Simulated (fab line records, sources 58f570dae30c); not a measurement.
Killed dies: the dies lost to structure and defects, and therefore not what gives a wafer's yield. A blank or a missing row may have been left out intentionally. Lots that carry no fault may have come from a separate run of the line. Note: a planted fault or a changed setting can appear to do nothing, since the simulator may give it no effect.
Check of tool commonality ; flow berkeleyCmos170 ; Lots sampled 13, wafers sampled 42

REASON IT WAS OPENED
On 1 of the 13 lots, a flag is raised at UCB170_M1_CD_MEAS_09 on the reading cdNm. No-fault wafers: 700.1 nm, standard deviation 1.2.
Rule: a lot is flagged in two cases, either no wafer of it has a number, or all its wafers with numbers fall more than 4 standard deviations from that mean. As for the other lots, they are considered sound.

lot;measured;on;cdNm (nm), wafer by wafer;flag
L515;day 8 15:49;cdSem-01;701.6 700.5 700.7;
L514;day 8 17:40;cdSem-02;698.0 696.0 698.1;
L517;day 9 01:39;cdSem-01;700.0 699.1 699.5;
L520;day 9 04:59;cdSem-02;698.8 699.2 700.5;
L521;day 10 01:22;cdSem-02;614.5 615.5 616.1 614.1 615.5 615.5;FLAGGED
L522;day 10 01:34;cdSem-02;698.7 699.4 700.6;
L523;day 10 02:42;cdSem-01;702.1 700.8 702.0;
L530;day 11 15:36;cdSem-01;701.6 700.1 700.9;
L529;day 11 16:07;cdSem-02;700.6 699.3 700.5;
L532;day 12 08:09;cdSem-02;697.7 698.3 698.1;
L534;day 12 22:08;cdSem-01;699.7 699.0 701.7;
L535;day 12 22:25;cdSem-01;698.6 699.3 698.6;
L537;day 13 07:29;cdSem-02;701.2 699.4 699.7;
The mean of the flagged lots' numbers is 615.2 nm, -84.9 nm from the usual (-71 standard deviations).

EACH LOT AND THE TOOL IT RAN ON
The record holds 1 process step before the reading, out of a route of 331 steps. In each cell: the tool, then ch and the chambers that the sampled wafers went through, then the start.
lot;flag;UCB170_M1_EXPOSE_06
L515;;krfScanner-01 ch 0, day 8 15:03
L514;;krfScanner-01 ch 0, day 8 16:44
L517;;krfScanner-01 ch 0, day 9 01:14
L520;;krfScanner-01 ch 0, day 9 04:20
L521;FLAGGED;krfScanner-01 ch 0, day 10 00:58
L522;;krfScanner-01 ch 0, day 10 01:11
L523;;krfScanner-02 ch 0, day 10 02:19
L530;;krfScanner-01 ch 0, day 11 15:03
L529;;krfScanner-02 ch 0, day 11 15:22
L532;;krfScanner-01 ch 0, day 12 07:22
L534;;krfScanner-02 ch 0, day 12 21:27
L535;;krfScanner-02 ch 0, day 12 21:47
L537;;krfScanner-01 ch 0, day 13 07:06
What is done by these steps:
- UCB170_M1_EXPOSE_06: exposes mask METAL1, target cd 700 nm.
- UCB170_M1_CD_MEAS_09: target cd 700 nm.

FLAGGED OVER TOTAL, TOOL BY TOOL (the gauges that took the reading come last)
step;tool;lots run;flagged;share of the flagged lots;sound lots run after its first flagged lot
UCB170_M1_EXPOSE_06;krfScanner-01;9;1;all;4 (L522,L530,L532,L537)
UCB170_M1_EXPOSE_06;krfScanner-02;4;0;none;-
UCB170_M1_CD_MEAS_09;cdSem-01;6;0;none;-
UCB170_M1_CD_MEAS_09;cdSem-02;7;1;all;4 (L522,L529,L532,L537)

THE TABLE: WHAT IT ALLOWS
Every flagged lot went through 2 rows of the table: krfScanner-01 at UCB170_M1_EXPOSE_06 and cdSem-02 at UCB170_M1_CD_MEAS_09.
- krfScanner-01 at UCB170_M1_EXPOSE_06 ran 9 lots, 1 of them flagged. Sound lots followed the first flagged one (L522, L530, L532, L537) on it, something a lasting fault affecting the whole tool could not allow.
- cdSem-02 at UCB170_M1_CD_MEAS_09 ran 7 lots, 1 of them flagged. Sound lots followed the first flagged one (L522, L529, L532, L537) on it, something a lasting fault affecting the whole tool could not allow.
None of the table's rows ran every flagged lot and, after the first, no sound lot.

WHAT THE SIMULATOR PUT IN
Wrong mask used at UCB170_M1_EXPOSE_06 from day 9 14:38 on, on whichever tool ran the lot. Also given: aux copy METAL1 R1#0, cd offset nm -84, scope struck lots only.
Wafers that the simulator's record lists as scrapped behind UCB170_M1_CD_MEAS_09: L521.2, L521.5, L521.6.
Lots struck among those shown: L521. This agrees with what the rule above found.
